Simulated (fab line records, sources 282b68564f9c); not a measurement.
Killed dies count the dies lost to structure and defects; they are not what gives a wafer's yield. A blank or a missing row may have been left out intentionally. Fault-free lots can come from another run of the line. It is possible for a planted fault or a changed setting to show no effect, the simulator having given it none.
Problem report, 8D (eight disciplines) form, completed by code -- flow rit cmos -- the parts of the form that need people (team, actions taken, sign-off) are left out

## 1. WHAT WENT WRONG
Wafers free of any fault read -0.4 nm (standard deviation 1.2) for CONTACT_OVL at RIT_CONTACT_OVL_MEAS_09, against a mean of 128.9 nm on 12 wafers of 4 lots. That is +99 or more standard deviations from the usual mean.
First observed at day 5 23:08: wafer L491.1, on overlay-02. At this step, 48 wafers from 16 lots have a number in the record. Rule for "out" (also "out of limits"): further than 4 standard deviations from the usual mean. The other wafers with a number count as sound.

## 2. WHAT IT IS, WHAT IT ISN'T
question,is,is not
which readings at this step,CONTACT_OVL,-
which lots,"L491, L492, L497, L499","L479, L480, L481, L482, L483, L485, L486, L487, L488, L496, L500, L501"
which wafers of those lots,all that have a number,-
read on which gauges,"overlay-01, overlay-02",-
when,from day 5 23:08,"up to then (27 sound wafers); but 9 sound wafers of L496, L500, L501 came after"

## 3. SUSPECTS, AND WHAT RULES EACH OUT
Counting: a tool at any process step up to the reading remains a suspect when it ran all the lots that are out and ran no sound lot after the first of those.
- ruled out: the gauge at RIT_CONTACT_OVL_MEAS_09. Those wafers that are out were read across 2 gauges (overlay-01, overlay-02).
- iline stepper-01 at RIT_CONTACT_EXPOSE_05 (exposes mask M11, target cd 1000 nm): kept. All lots that are out passed through it, beginning with L491 at day 5 22:29, and no sound lot followed; its final sound lot before that point was L488 at day 5 07:01.
The count leaves iline stepper-01 at RIT_CONTACT_EXPOSE_05.

## 4. THE CAUSE (what the simulator had put in)
Scanner matching overlay: iline stepper-01, from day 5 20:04 on, at RIT_CONTACT_EXPOSE_05. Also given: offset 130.
After counting, this tool was the only one left.

## 5. THE CHAIN OF EFFECTS, in route order
Rows list readings where the struck wafers' mean (over those with a number) sits beyond 3 standard deviations from the usual. Only readings for which the record gives a usual standard deviation are gone through. hours: the time from each lot's start at the first step in this table that gives one to its start at this step, as a median over the lots. sigmas: the change in usual standard deviations.
hours,step,reading,usual,on struck wafers,change,sigmas
0,RIT_CONTACT_OVL_MEAS_09,CONTACT_OVL,-0.4 nm,128.9,+129.3,+99 or more

## 6. HOW IT WOULD HAVE BEEN CAUGHT EARLIER
The first out-of-limits reading at a measuring or inspecting step in this record came at day 5 23:08, 3 hours after the fault's start at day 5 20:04.
Among the 4 lots that are out, L492, L497, L499 began RIT_CONTACT_EXPOSE_05 on iline stepper-01 after day 5 23:08. A hold on the tool at that time would have spared those 3.
